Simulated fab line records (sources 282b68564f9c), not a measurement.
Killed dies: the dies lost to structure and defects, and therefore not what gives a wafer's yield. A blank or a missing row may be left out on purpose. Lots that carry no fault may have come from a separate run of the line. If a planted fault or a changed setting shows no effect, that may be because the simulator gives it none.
fab line records    flow rit-cmos
[record] lots = 14  wafers = 42  last-day = 8
route steps=202 shown ACTIVE@2
lots that met no fault: from a run of the same line without faults
start-h: hours from the record's first day to the start of the lot's first wafer shown    wait-h: time in hours since the lot's previous step    " the same as in the row above    L1.1+2: a row that stands for several wafers    - either no value or no given start    * or withheld: withheld    < > ~ a bound
route shown NAME@n: names a module that has steps shown in the file, with the first one's number in the route    usual: mean/standard deviation taken from wafers without a fault    same: alike in all rows    chamber/n: place in a boat    sites: the reading at each site    _std_site: the standard deviation of these    _edge_site: inner sites' mean taken away from outer sites' mean    radius-mm: for every site, how far away it sits from the centre of the wafer    mask NAME#n: copy n    behind: tool/chamber where the wafer was last shaped    hold: reason for holding the lot/hours on hold/outcome of the hold    device: whichever transistor did not switch (one of n, p or np)    end of line: at the end of the route, the tests of the same wafers    a step with no rows: only its recipe    killed: dies that structure and defects cost at the first sort, which is not the same as the wafer's yield    map: the dies of a wafer, with x for killed, . for not killed, _ for no die there
set.NAME: the setting the step ran with; set.NAME@STEP: the setting that earlier step ran with    model.NAME: the simulator's own value behind a step, which no gauge read
one table for each step of the route and one row for each wafer, over a sample of lots
services: a tool's chamber out of use, with start hour (start-h, from the record's first day; less than 0 if before it), hours out, and reason
[[steps]]
[step RIT_ACTIVE_OXIDATION_01]
[recipe] temp-c = 1000  ambient = O2  target-thk-a = 468  ox-time-s = 3360
[usual] spike-tc-centre-C = 1002.7/2.4
lot.wafer  tool        chamber  start-h  wait-h  spike-tc-centre-C
L479.2     furnace-04  0        11.03    1.0     1000.8
L479.4     "           0        "        "       1000.7
L479.6     "           0        "        "       1001.3
L481.1     furnace-04  0        20.56    0.5     1001.7
L481.5     "           0        "        "       1002.3
L481.6     "           0        "        "       1001.3
L482.1     furnace-01  0        25.12    0.1     999.4
L482.2     "           0        "        "       1000.7
L482.3     "           0        "        "       998.2
L483.1     furnace-01  0        30.12    0.1     998.7
L483.3     "           0        "        "       1000.1
L483.5     "           0        "        "       1000.7
L485.2     furnace-03  0        41.51    1.5     1005.8
L485.3     "           0        "        "       1005.1
L485.5     "           0        "        "       1006.2
L486.1     furnace-03  0        49.65    4.6     1006.3
L486.3     "           0        "        "       1005.2
L486.4     "           0        "        "       1004.0
L487.1     furnace-03  0        53.14    3.1     1006.2
L487.2     "           0        "        "       1005.7
L487.4     "           0        "        "       1007.7
L488.1     furnace-03  0        56.39    1.4     1005.4
L488.2     "           0        "        "       1004.2
L488.4     "           0        "        "       1005.3
L489.4     furnace-04  0        61.51    1.4     1003.6
L489.5     "           0        "        "       1001.6
L489.6     "           0        "        "       1002.4
L490.1     furnace-03  0        65.12    0.1     1005.0
L490.2     "           0        "        "       1005.4
L490.4     "           0        "        "       1005.7
L496.1     furnace-03  0        96.09    1.1     1004.8
L496.3     "           0        "        "       1004.3
L496.4     "           0        "        "       1004.3
L500.1     furnace-01  0        116.15   1.1     1000.5
L500.3     "           0        "        "       1000.4
L500.5     "           0        "        "       998.7
L501.3     furnace-01  0        120.12   0.1     999.7
L501.4     "           0        "        "       999.8
L501.5     "           0        "        "       999.9
L502.2     furnace-01  0        125.12   0.1     1000.1
L502.5     "           0        "        "       1000.4
L502.6     "           0        "        "       999.8
[step RIT_ACTIVE_THK_MEAS_02]
[recipe] reads = SiO2_of_ACTIVE_OXIDATION_01
[usual] ACTIVE_OXIDE_THK = 46.1/0.74
lot.wafer  tool           chamber  start-h  wait-h  ACTIVE_OXIDE_THK[nm]
L479.2     film-metro-01  -        12.97    0.0     47.8
L479.4     "              -        "        "       47.1
L479.6     "              -        "        "       47.1
L481.1     film-metro-03  -        22.50    0.0     46.2
L481.5     "              -        "        "       45.7
L481.6     "              -        "        "       45.9
L482.1     film-metro-03  -        27.05    0.0     44.7
L482.2     "              -        "        "       45.2
L482.3     "              -        "        "       45.0
L483.1     film-metro-03  -        32.05    0.0     45.0
L483.3     "              -        "        "       45.6
L483.5     "              -        "        "       44.6
L485.2     film-metro-04  -        43.45    0.0     46.8
L485.3     "              -        "        "       46.4
L485.5     "              -        "        "       46.3
L486.1     film-metro-01  -        51.58    0.0     46.2
L486.3     "              -        "        "       47.0
L486.4     "              -        "        "       46.5
L487.1     film-metro-01  -        55.08    0.0     45.5
L487.2     "              -        "        "       45.4
L487.4     "              -        "        "       45.3
L488.1     film-metro-04  -        58.32    0.0     45.4
L488.2     "              -        "        "       45.6
L488.4     "              -        "        "       45.7
L489.4     film-metro-01  -        63.48    0.0     47.3
L489.5     "              -        "        "       46.6
L489.6     "              -        "        "       46.5
L490.1     film-metro-04  -        67.05    0.0     44.7
L490.2     "              -        "        "       44.6
L490.4     "              -        "        "       41.6
L496.1     film-metro-03  -        98.02    0.0     45.7
L496.3     "              -        "        "       44.0
L496.4     "              -        "        "       42.2
L500.1     film-metro-01  -        118.09   0.0     46.6
L500.3     "              -        "        "       46.1
L500.5     "              -        "        "       46.3
L501.3     film-metro-04  -        122.07   0.0     46.2
L501.4     "              -        "        "       45.4
L501.5     "              -        "        "       46.1
L502.2     film-metro-01  -        127.06   0.0     45.2
L502.5     "              -        "        "       44.8
L502.6     "              -        "        "       44.5
[[services]]
tool        chamber  start-h  hours  kind
furnace-04  -        2.91     3.8    pm
furnace-01  -        11.55    1.4    repair
furnace-03  -        43.44    3.8    pm
furnace-01  -        48.56    2.7    pm
furnace-03  -        112.27   1.0    pm
[[key]]
[first-sign] step = RIT_ACTIVE_THK_MEAS_02  reading = ACTIVE_OXIDE_THK  direction = down  sigmas = 3.1  usual = 46.1  struck = 43.8  wafers-moved = 4
effect none on later readings
met-at RIT_ACTIVE_OXIDATION_01
struck-lots L490,L496
tester-left-out L490,L496
onset-between 56.39 65.12
[fault] kind = process-parameter-drift  tool = furnace-03  chamber = -  onset-h = 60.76  steps = RIT_ACTIVE_OXIDATION_01  channel = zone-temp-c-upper  offset = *  shape = step  end-h = 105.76
// tester-left-out: of these lots the tester's yield and bins aren't shown, on N5 and GAA mostly nor the transistor test; their killed dies are dies lost to structure and defects alone, not to doping, threshold or leakage, so they don't give the yield
